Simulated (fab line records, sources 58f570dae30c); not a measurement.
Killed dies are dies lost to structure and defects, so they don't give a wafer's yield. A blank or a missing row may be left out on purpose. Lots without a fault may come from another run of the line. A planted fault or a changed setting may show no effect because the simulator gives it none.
fab line records | flow berkeley_cmos170 | part 2 of 2: steps 33 to 42 of 42
record lots=5 wafers=15 last_day=11
route steps=331 shown V1@257 M2@271 V2@292
lots that met no fault: from a run of the same line without faults
start_h: hours from the record's first day to the start of the lot's first wafer shown | wait_h: hours since the lot's step before | " the same as in the row above | L1.1+2: a row that stands for several wafers | - no value, or no start given | * or withheld: withheld | < > ~ a bound
route shown NAME@n: a module of which the file shows steps, and the number in the route of the first | usual: mean/standard deviation of fault-free wafers | same: alike in all rows | chamber/n: place in a boat | sites: the reading at each site | _std_site: their standard deviation | _edge_site: outer sites' mean less inner sites' | radius_mm: how far each site lies from the wafer's centre | mask NAME#n: copy n | behind: the tool/chamber that last shaped the wafer | hold: why the lot was held/for how many hours/how that ended | device: the transistor (n, p or np) that didn't switch | end of line: the same wafers' tests at the end of the route | a step without rows: its recipe alone | killed: dies lost to structure and defects at the first sort, not the wafer's yield | map: a wafer's dies, x killed, . not, _ none there
set.NAME: the setting as run; set.NAME@STEP: as run at that earlier step | model.NAME: the simulator's own value behind a step, which no gauge read
lots at some steps of the route; a table a step, a row a wafer
services: from which hour (start_h, from the record's first day; less than 0 if before it) a tool's chamber was out of use, for how many hours, and why
## steps
# step UCB170_M2_METAL_ETCH_18
# recipe chemistry=Cl2/BCl3 target=Al stop_on=SiO2 pressure_mtorr=12 target_depth_a=11700 over_etch_frac=0.3 time_s=195 icp_w=600 bias_w=120 Cl2_flow_sccm=90 bcl3_flow_sccm=45
# usual drypump_motor_current_A=5.5/0.51 oes_product_au=0.842/0.013 throttle_valve_pct=24.6/0.36
# columns lot.wafer tool chamber start_h wait_h drypump_motor_current_A oes_product_au rf_hours_counter_h throttle_valve_pct
L074.1 rie_metal-01 0 152.34 - 6.3 0.854 10 24.8
L074.4 " 0 " " 6.3 0.855 - 24.8
L074.5 " 1 " " 5.2 0.823 - 24.7
L080.1 rie_metal-01 1 189.08 - 5.3 0.827 7 24.7
L080.5 " 0 " " 6.2 0.850 - 24.8
L080.6 " 1 " " 5.3 0.818 - 24.7
L087.1 rie_metal-01 0 226.61 - 6.2 0.862 12 24.8
L087.4 " 1 " " 5.2 0.837 - 24.7
L087.6 " 0 " " 6.3 0.859 - 24.8
L096.2 rie_metal-02 0 257.20 - 6.0 0.836 1 24.4
L096.3 " 1 " " 4.7 0.840 - 24.9
L096.5 " 0 " " 6.0 0.822 - 24.4
L095.1 rie_metal-01 1 258.78 - 5.3 0.826 9 24.7
L095.2 " 0 " " 6.3 0.842 13 24.8
L095.3 " 1 " " 5.3 0.820 - 24.7
# step UCB170_M2_STRIP_19
# recipe chemistry=O2 power_w=400 pressure_mtorr=3500 platen_temp_c=withheld o2_flow_sccm=400 overash_fraction=0.5
# usual drypump_motor_current_A=5.6/0.33 oes_product_au=0.541/0.021
# columns lot.wafer tool chamber start_h wait_h drypump_motor_current_A oes_product_au rf_hours_counter_h
L074.1 plasma_asher-02 0 152.53 0.1 5.7 0.564 47
L074.4 " 1 " " 6.0 0.557 -
L074.5 " 0 " " 5.7 0.565 -
L080.1 plasma_asher-02 0 189.27 0.1 5.7 0.574 50
L080.5 " 1 " " 6.0 0.560 -
L080.6 " 0 " " 5.7 0.568 -
L087.1 plasma_asher-03 0 226.80 0.1 5.1 0.558 56
L087.4 " 0 " " 5.1 0.565 -
L087.6 " 0 " " 5.1 0.566 -
L096.2 plasma_asher-03 1 257.38 0.1 5.9 0.518 60
L096.3 " 1 " " 5.9 0.512 -
L096.5 " 0 " " 5.1 0.521 -
L095.1 plasma_asher-02 0 258.97 0.1 5.7 0.579 59
L095.2 " 1 " " 6.0 0.546 59
L095.3 " 1 " " 6.0 0.567 -
# step UCB170_M2_CD_MEAS_90
# recipe target_cd_nm=700
# usual cd_nm=701.0/2.9
# columns lot.wafer tool chamber start_h wait_h cd_nm
L074.1 cd_sem-02 - 152.63 0.1 699.1
L074.4 " - " " 700.5
L074.5 " - " " 702.1
L080.1 cd_sem-02 - 189.37 0.1 697.8
L080.5 " - " " 700.3
L080.6 " - " " 700.9
L087.1 cd_sem-02 - 226.90 0.1 703.1
L087.4 " - " " 704.2
L087.6 " - " " 699.6
L096.2 cd_sem-02 - 257.50 0.1 700.4
L096.3 " - " " 700.3
L096.5 " - " " 701.2
L095.1 cd_sem-01 - 259.07 0.1 699.4
L095.2 " - " " 697.0
L095.3 " - " " 703.1
# step UCB170_V2_CVD_00
# recipe material=SiO2 target_thk_nm=2000 temp_c=390 precursor=TEOS/O2 time_s=250 rf_w=550 pressure_mtorr=9000
# usual heater_power_w=241/87
# columns lot.wafer tool chamber start_h wait_h heater_power_w
L074.1 pecvd-04 2 152.75 0.1 324
L074.4 " 0 " " 95
L074.5 " 1 " " 146
L080.1 pecvd-03 1 189.49 0.1 202
L080.5 " 0 " " 275
L080.6 " 2 " " 364
L087.1 pecvd-03 0 227.02 0.1 386
L087.4 " 1 " " 158
L087.6 " 0 " " 276
L096.2 pecvd-04 2 257.60 0.1 332
L096.3 " 1 " " 217
L096.5 " 0 " " 95
L095.1 pecvd-03 0 259.19 0.1 337
L095.2 " 1 " " 195
L095.3 " 2 " " 354
# step UCB170_V2_THK_MEAS_01
# recipe reads=SiO2_of_V2_CVD_00
# usual V2_TEOS_THK=2011/30
# columns lot.wafer tool chamber start_h wait_h V2_TEOS_THK[nm]
L074.1 film_metro-02 - 152.91 0.1 2011
L074.4 " - " " 1997
L074.5 " - " " 2004
L080.1 film_metro-01 - 189.64 0.1 2024
L080.5 " - " " 2067
L080.6 " - " " 2067
L087.1 film_metro-02 - 227.17 0.1 1996
L087.4 " - " " 2003
L087.6 " - " " 2011
L096.2 film_metro-03 - 257.77 0.1 1999
L096.3 " - " " 2005
L096.5 " - " " 2006
L095.1 film_metro-01 - 259.35 0.1 1976
L095.2 " - " " 1979
L095.3 " - " " 1998
# step UCB170_V2_CMP_02
# recipe material=SiO2 down_force_psi=6 platen_rpm=60 pad_velocity_m_s=0.75398
# usual motor_current_A=16.4/1.9 platen_rpm=60.00/0.039
# columns lot.wafer tool chamber start_h wait_h motor_current_A platen_rpm
L074.1 cmp-02 2 153.02 0.1 17.4 59.99
L074.4 " 0 " " 17.5 60.05
L074.5 " 2 " " 18.1 60.05
L080.1 cmp-01 3 190.37 0.7 13.2 59.93
L080.5 " 2 " " 15.2 59.99
L080.6 " 3 " " 13.9 59.96
L087.1 cmp-01 0 227.23 0.1 15.8 60.04
L087.4 " 2 " " 14.6 60.04
L087.6 " 1 " " 20.4 60.03
L096.3 cmp-02 0 257.90 0.1 17.1 59.99
L096.2 " 2 " " 19.2 60.04
L096.5 " 0 " " 16.9 60.01
L095.1 cmp-01 3 259.41 0.1 14.1 60.04
L095.2 " 0 " " 15.8 59.98
L095.3 " 1 " " 20.3 59.94
# step UCB170_V2_BOW_MEAS_03
# recipe mode=bow
# usual V2_BOW=38/7.4
# columns lot.wafer tool chamber start_h wait_h V2_BOW[um]
L074.1 film_metro-01 - 153.27 0.2 36
L074.4 " - " " 41
L074.5 " - " " 38
L080.1 film_metro-01 - 190.62 0.2 36
L080.5 " - " " 26
L080.6 " - " " 31
L087.1 film_metro-02 - 227.53 0.2 23
L087.4 " - " " 49
L087.6 " - " " 27
L096.2 film_metro-02 - 258.22 0.2 51
L096.3 " - " " 45
L096.5 " - " " 42
L095.1 film_metro-02 - 259.71 0.2 37
L095.2 " - " " 37
L095.3 " - " " 28
# step UCB170_V2_THK_MEAS_04
# recipe reads=SiO2_of_V2_CVD_00
# usual V2_POLISHED_THK=1000.4/1
# columns lot.wafer tool chamber start_h wait_h V2_POLISHED_THK[nm]
L074.1 film_metro-01 - 153.39 0.1 1001.7
L074.4 " - " " 1001.2
L074.5 " - " " 1001.5
L080.1 film_metro-01 - 190.74 0.1 1000.4
L080.5 " - " " 999.8
L080.6 " - " " 1000.3
L087.1 film_metro-02 - 227.65 0.1 999.9
L087.4 " - " " 1000.1
L087.6 " - " " 998.7
L096.2 film_metro-02 - 258.33 0.1 1001.5
L096.3 " - " " 998.5
L096.5 " - " " 998.6
L095.1 film_metro-02 - 259.83 0.1 1001.3
L095.2 " - " " 1000.6
L095.3 " - " " 999.7
# step UCB170_V2_CLEAN_05
# recipe chemistry=DIW
# columns lot.wafer tool chamber start_h wait_h
L074.1+4+5 wet_bench-03 0 155.86 2.5
L080.1+5+6 wet_bench-04 1 193.65 2.9
L087.1+4+6 wet_bench-04 2 227.71 0.1
L096.2+3+5 wet_bench-02 2 258.38 0.0
L095.1+2+3 wet_bench-02 1 259.89 0.1
# step UCB170_V2_HMDS_06
# recipe prime_time_s=60 prime_temp_c=100
# columns lot.wafer tool chamber start_h wait_h
L074.1+4+5 litho_track-04 0 156.31 0.3
L080.1+5+6 litho_track-03 0 193.82 0.0
L087.1+4+6 litho_track-01 0 228.31 0.4
L096.2+3+5 litho_track-04 0 258.58 0.0
L095.1+2+3 litho_track-04 0 260.06 0.0
## services
# columns tool chamber start_h hours kind
rie_diel-01 1 126.14 3.7 repair
cmp-01 - 127.75 4.3 repair
rie_metal-01 - 132.17 2.0 repair
krf_scanner-02 - 133.99 0.8 pm
krf_scanner-02 - 134.74 1.0 pm
krf_scanner-02 - 137.23 1.3 pm
plasma_asher-04 - 147.88 1.2 repair
plasma_asher-03 - 150.77 2.4 repair
krf_scanner-01 - 153.39 1.2 repair
cmp-01 - 167.24 5.5 pm
cmp-01 - 173.26 0.4 repair
rie_diel-01 2 177.55 3.7 repair
rie_diel-01 3 180.08 7.1 repair
krf_scanner-01 - 198.14 1.0 repair
wet_bench-02 - 199.31 1.4 repair
rie_metal-01 - 204.68 2.8 pm
krf_scanner-01 - 217.15 1.0 pm
rie_diel-01 2 225.83 22.1 repair
rie_diel-01 0 231.72 3.4 repair
krf_scanner-01 - 239.07 1.3 pm
krf_scanner-01 - 242.54 0.8 pm
rie_diel-01 3 250.02 4.2 repair
pvd_sputter-03 - 253.23 4.0 repair
krf_scanner-02 - 257.11 0.8 pm
